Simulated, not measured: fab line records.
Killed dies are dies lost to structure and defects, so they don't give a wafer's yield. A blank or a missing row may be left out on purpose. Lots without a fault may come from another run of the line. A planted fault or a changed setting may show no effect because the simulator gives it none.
Struck lot and sound lot, side by side / flow berkeleyCmos170 / 15 steps out of a route of 331
Sound: wafers L943.1, L943.4, L943.6. The struck wafers were L937.1, L937.2, L937.5. At the end, the cause is stated.
Per side, at each step with rows, come the tool, then ch with its chambers, and then its first start. Under that, the readings that differ: sound wafers / struck wafers / difference of the means / sigmas: that difference in standard deviations of wafers without a fault.
alike: readings whose means differ by less than 2 such deviations, and words and numbers that are the same on both sides. not compared: withheld readings, readings that some wafer has no value for, bounds like >300 that may hide the same value, and numbers for which the record gives no deviation and whose values overlap.
The two part at a step that has a row with sigmas, a row that says differs or no value, or rows on one side only. Non-overlapping numbers with no deviation appear without sigmas and do not part them. A reading that every wafer of one side lacks parts them only if that side has two wafers or more.

UCB170_CONTACT_STRIP_06: strips in O2.
  sound on plasmaAsher-01 ch 0,1, day 12 09:53; struck on plasmaAsher-04 ch 0,1, day 11 19:01
  alike: chamberPressureMTorr, drypumpMotorCurrentA, oesProductAu, stripTimeToEndpointS
  not compared: rfHoursCounterH
then, 1 step without rows for these wafers: UCB170_CONTACT_CLEAN_07 (cleans in SPM, time 600 s).
UCB170_CONTACT_RTA_08: time 10.27 s.
  sound on rtpAnneal-02 ch 0, day 12 10:10; struck on rtpAnneal-01 ch 0, day 11 19:17
reading=lampPowerPct (%); sound=25.05 25.10 25.07; struck=24.76 24.75 24.81; difference=-0.30; sigmas=-2
  alike: chamberO2Ppm, wafer_temp_C_max
then, 6 steps without rows for these wafers: UCB170_CONTACT_COAT_09; UCB170_CONTACT_COAT_10 (resist thk 900 nm); UCB170_CONTACT_SOFTBAKE_11 (time 60 s); UCB170_CONTACT_EXPOSE_12 (exposes mask CONT, target cd 700 nm); UCB170_CONTACT_PEB_13; UCB170_CONTACT_DEVELOP_14 (develop time 45 s).
UCB170_CONTACT_CD_MEAS_15 targets a cd of 700 nm.
  struck on cdSem-02, day 11 20:19; sound on cdSem-01, day 12 11:16
  alike: cdNm
UCB170_CONTACT_OVL_MEAS_16:
  struck on overlay-01, day 11 20:26; sound on overlay-01, day 12 11:23
reading=CONTACT_OVL (nm); sound=-4 -4 4; struck=15 9 5; difference=+11; sigmas=+2
UCB170_CONTACT_ETCH_17: etches BARC in N2/H2.
  sound on rieDiel-03 ch 0,1,2, day 12 11:25; struck on rieDiel-01 ch 0,1,2, day 11 20:29
  alike: chamberPressureMTorr, drypumpMotorCurrentA, oesProductAu, throttleValvePct
UCB170_CONTACT_ETCH_18: etches PSG in CHF3/CF4/Ar, stops on TiSi2, target depth 840 nm, time 195 s.
  sound on rieDiel-03 ch 0,1,2, day 12 11:00; struck on rieDiel-01 ch 0,1,2, day 11 20:00
reading=oesProductAu (a.u.); sound=0.886 0.904 0.891; struck=0.994 1.004 1.032; difference=+0.116; sigmas=+7
reading=runLengthS (s); sound=223.4 223.2 223.0; struck=175.1 174.8 175.0; difference=-48.2; sigmas=-99 or more
reading=model.CONTACT.featureDepthNm (nm); sound=692.7 691.4 691.7; struck=632 639.7 626.6; difference=-59; sigmas=
reading=model.etch.depthNm (nm); sound=692.7 691.4 691.7; struck=632 639.7 626.6; difference=-59; sigmas=
reading=model.KrF_of_CONTACT_COAT_10.thkNm (nm); sound=696.1 696.3 696.3; struck=736.4 730 734.4; difference=+37.4; sigmas=
  alike: chamberPressureMTorr, drypumpMotorCurrentA, throttleValvePct
  not compared: rfHoursCounterH
UCB170_CONTACT_STRIP_19: strips in O2.
  sound on plasmaAsher-04 ch 0, day 12 11:35; struck on plasmaAsher-03 ch 0,1, day 11 20:39
  alike: chamberPressureMTorr, drypumpMotorCurrentA, oesProductAu
  not compared: rfHoursCounterH
UCB170_M3_PROBE_99:
  rows exist in the record for the struck wafers here (prober-01, day 12 12:40), but not for the sound ones

== WHERE THEY PART ==
Earliest at UCB170_CONTACT_RTA_08; latest, in this record, at UCB170_M3_PROBE_99.

WHY: whatever the simulator had introduced
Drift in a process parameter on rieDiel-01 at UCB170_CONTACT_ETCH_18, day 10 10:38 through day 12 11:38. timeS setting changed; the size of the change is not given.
